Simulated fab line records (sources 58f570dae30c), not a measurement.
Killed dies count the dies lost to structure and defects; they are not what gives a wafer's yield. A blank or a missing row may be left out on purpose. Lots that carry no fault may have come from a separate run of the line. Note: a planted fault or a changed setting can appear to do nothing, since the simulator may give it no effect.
Split-lot study :: flow berkeley_cmos170 :: 23 wafers read across 5 lots, on a route 331 steps long

## ABOUT THE SPLIT
At UCB170_ACTIVE_OXIDATION_02 (target thk 26.4 nm, ox time 1260 s), the setting ox_time_s was moved away from the recipe's 1260 s on 10 of the 23 wafers read, by -7.1% to +7.9%. For the rest of the wafers, this setting stayed at what the recipe calls for.

The file shows no step between the split and the reading.

## THE READING
Values of ACTIVE_OXIDE_THK in nm from UCB170_ACTIVE_THK_MEAS_03. Fault-free wafers of this fab line usually give 26.3 nm, standard deviation 0.43 nm.

wafer: L075.1
tool, chamber at the split: -, -
ox_time_s as run, s: 1360
against the recipe: +7.9%
ACTIVE_OXIDE_THK, nm: 27.5
against lot-mates on the recipe: no lot-mate on the recipe

wafer: L075.2
tool, chamber at the split: -, -
ox_time_s as run, s: 1360
against the recipe: +7.9%
ACTIVE_OXIDE_THK, nm: 27.7
against lot-mates on the recipe: no lot-mate on the recipe

wafer: L075.3
tool, chamber at the split: -, -
ox_time_s as run, s: 1360
against the recipe: +7.9%
ACTIVE_OXIDE_THK, nm: 27.3
against lot-mates on the recipe: no lot-mate on the recipe

wafer: L075.4
tool, chamber at the split: -, -
ox_time_s as run, s: 1360
against the recipe: +7.9%
ACTIVE_OXIDE_THK, nm: 27.2
against lot-mates on the recipe: no lot-mate on the recipe

wafer: L075.6
tool, chamber at the split: -, -
ox_time_s as run, s: 1360
against the recipe: +7.9%
ACTIVE_OXIDE_THK, nm: 27.6
against lot-mates on the recipe: no lot-mate on the recipe

wafer: L076.2
tool, chamber at the split: -, -
ox_time_s as run, s: 1260
against the recipe: recipe
ACTIVE_OXIDE_THK, nm: 25.7
against lot-mates on the recipe: -

wafer: L076.3
tool, chamber at the split: -, -
ox_time_s as run, s: 1260
against the recipe: recipe
ACTIVE_OXIDE_THK, nm: 25.4
against lot-mates on the recipe: -

wafer: L076.4
tool, chamber at the split: -, -
ox_time_s as run, s: 1260
against the recipe: recipe
ACTIVE_OXIDE_THK, nm: 25.6
against lot-mates on the recipe: -

wafer: L076.5
tool, chamber at the split: -, -
ox_time_s as run, s: 1260
against the recipe: recipe
ACTIVE_OXIDE_THK, nm: 25.5
against lot-mates on the recipe: -

wafer: L076.6
tool, chamber at the split: -, -
ox_time_s as run, s: 1260
against the recipe: recipe
ACTIVE_OXIDE_THK, nm: 25.9
against lot-mates on the recipe: -

wafer: L078.2
tool, chamber at the split: -, -
ox_time_s as run, s: 1170
against the recipe: -7.1%
ACTIVE_OXIDE_THK, nm: 24.8
against lot-mates on the recipe: no lot-mate on the recipe

wafer: L078.3
tool, chamber at the split: -, -
ox_time_s as run, s: 1170
against the recipe: -7.1%
ACTIVE_OXIDE_THK, nm: 24.5
against lot-mates on the recipe: no lot-mate on the recipe

wafer: L078.4
tool, chamber at the split: -, -
ox_time_s as run, s: 1170
against the recipe: -7.1%
ACTIVE_OXIDE_THK, nm: 25.1
against lot-mates on the recipe: no lot-mate on the recipe

wafer: L078.5
tool, chamber at the split: -, -
ox_time_s as run, s: 1170
against the recipe: -7.1%
ACTIVE_OXIDE_THK, nm: 25.2
against lot-mates on the recipe: no lot-mate on the recipe

wafer: L078.6
tool, chamber at the split: -, -
ox_time_s as run, s: 1170
against the recipe: -7.1%
ACTIVE_OXIDE_THK, nm: 24.9
against lot-mates on the recipe: no lot-mate on the recipe

wafer: L081.1
tool, chamber at the split: furnace-04, 0
ox_time_s as run, s: 1260
against the recipe: recipe
ACTIVE_OXIDE_THK, nm: 25.9
against lot-mates on the recipe: -

wafer: L081.3
tool, chamber at the split: furnace-04, 0
ox_time_s as run, s: 1260
against the recipe: recipe
ACTIVE_OXIDE_THK, nm: 25.5
against lot-mates on the recipe: -

wafer: L081.4
tool, chamber at the split: furnace-04, 0
ox_time_s as run, s: 1260
against the recipe: recipe
ACTIVE_OXIDE_THK, nm: 25.9
against lot-mates on the recipe: -

wafer: L084.1
tool, chamber at the split: -, -
ox_time_s as run, s: 1260
against the recipe: recipe
ACTIVE_OXIDE_THK, nm: 25.8
against lot-mates on the recipe: -

wafer: L084.2
tool, chamber at the split: -, -
ox_time_s as run, s: 1260
against the recipe: recipe
ACTIVE_OXIDE_THK, nm: 25.7
against lot-mates on the recipe: -

wafer: L084.3
tool, chamber at the split: -, -
ox_time_s as run, s: 1260
against the recipe: recipe
ACTIVE_OXIDE_THK, nm: 26.0
against lot-mates on the recipe: -

wafer: L084.5
tool, chamber at the split: -, -
ox_time_s as run, s: 1260
against the recipe: recipe
ACTIVE_OXIDE_THK, nm: 25.9
against lot-mates on the recipe: -

wafer: L084.6
tool, chamber at the split: -, -
ox_time_s as run, s: 1260
against the recipe: recipe
ACTIVE_OXIDE_THK, nm: 26.2
against lot-mates on the recipe: -

FIT RESULTS
A straight line over all 23 wafers: ACTIVE_OXIDE_THK changes by +0.171 nm for each +1% of ox_time_s; r = +0.95; the points scatter about the line by 0.29 nm.
Too few moved wafers with a lot-mate on the recipe to fit a line net of each lot's own level.

## THE WHOLE CHAIN: every reading that the file lists as answering this split, in the file's order
step: UCB170_ACTIVE_OXIDATION_02
what it does: target thk 26.4 nm, ox time 1260 s
reading: SiO2_of_ACTIVE_OXIDATION_02.thk_nm (the simulator's own value, which no gauge read)
change (the file's fit): +0.17 nm for each +1% of the setting
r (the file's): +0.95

step: UCB170_ACTIVE_THK_MEAS_03
what it does: 
reading: ACTIVE_OXIDE_THK
change (the file's fit): +0.171 for each +1% of the setting
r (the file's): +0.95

## FILE'S OWN FIT
ACTIVE_OXIDE_THK changes by +0.171 nm for each +1% of ox_time_s, r = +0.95.
